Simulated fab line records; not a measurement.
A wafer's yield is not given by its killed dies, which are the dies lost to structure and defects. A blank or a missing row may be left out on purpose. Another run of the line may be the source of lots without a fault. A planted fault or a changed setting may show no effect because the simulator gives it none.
Problem report, 8D (eight disciplines) form, completed by code	flow rit-cmos	the parts of the form that need people (team, actions taken, sign-off) are left out

== 1. WHAT WENT WRONG ==
NWELL_RS at RIT_WELLDRIVE_RS_MEAS_01 reads a mean of 300.5 ohm/sq on 3 wafers of 1 lot; wafers without a fault read 275.4 ohm/sq with a standard deviation of 0.97. Measured from the usual mean, that is +26 standard deviations.
The step: measures by four-point-probe.
First seen on wafer L324.1, day 3 20:48, on film-metro-03. Wafers with a number at this step in the record: 39, from 13 lots. The rule behind "out" and "out of limits": a value lying over 4 standard deviations away from the usual mean. Any other wafer with a number is counted as sound.

== 2. WHAT IT IS, AND WHAT IT ISN'T ==
question	is	is not
which readings at this step	NWELL_RS	-
which lots	L324	L316, L317, L318, L320, L321, L323, L327, L333, L335, L337, L338, L339
which wafers of those lots	all that have a number	-
read on which gauges	film-metro-03	film-metro-01, film-metro-02
when	from day 3 20:48	up to then (18 sound wafers); but 18 sound wafers of L327, L333, L335, L337, L338, L339 came after

== 3. SUSPECTS, AND WHAT RULES EACH OUT ==
Counting: any tool at a process step up to the reading is kept as a suspect provided that every lot that is out went through it and no sound lot did after the first of them.
- ruled out: the gauge at RIT_WELLDRIVE_RS_MEAS_01. All the wafers that are out were read on film-metro-03, but those of them that RIT_WELLDRIVE_ANNEAL_00 has rows for are out there too, on other tools.
- furnace-04 at RIT_WELLDRIVE_ANNEAL_00 (time 14700 s): kept. It ran the lot that is out, L324 (day 3 15:43), and no sound lot after that; its last sound lot up to then is L321 (day 3 01:30). On those wafers its own readings are out: run-length-s.
After counting, what remains is furnace-04 at RIT_WELLDRIVE_ANNEAL_00.

== 4. THE CAUSE (what the simulator had put in) ==
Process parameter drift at RIT_WELLDRIVE_ANNEAL_00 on furnace-04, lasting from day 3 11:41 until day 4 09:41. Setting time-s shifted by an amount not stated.
Counting left only this tool.

== 5. SEQUENCE OF EFFECTS, ordered by route ==
Each row: a reading where the mean over the struck wafers with a number is more than 3 standard deviations away from the usual. Only readings for which the record gives a usual standard deviation are gone through. hours: the time from each lot's start at the first step in this table that gives one to its start at this step, as a median over the lots. sigmas: the change in usual standard deviations.
hours	step	reading	usual	on struck wafers	change	sigmas
0	RIT_WELLDRIVE_ANNEAL_00	run-length-s	18273 s	12385	-5888	-99 or more
5	RIT_WELLDRIVE_RS_MEAS_01	NWELL_RS	275.4 ohm/sq	300.5	+25.1	+26
5	RIT_WELLDRIVE_RS_MEAS_02	PWELL_RS	430.0 ohm/sq	457.0	+27.0	+19
It contains these process steps:
- RIT_WELLDRIVE_ANNEAL_00: time 14700 s.

== 6. HOW IT WOULD HAVE BEEN CAUGHT EARLIER ==
9 hours passed between the start of the fault at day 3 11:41 and the first reading out of limits at a measuring or inspecting step in this record, taken at day 3 20:48.
The tool's own readings at RIT_WELLDRIVE_ANNEAL_00 were out on every struck wafer that the step has a row for (run-length-s): an alarm limit on them would have fired on the first of those.
Lots out: 1; all had begun RIT_WELLDRIVE_ANNEAL_00 on furnace-04 by day 3 20:48. Holding the tool at that point would not have protected any of them.
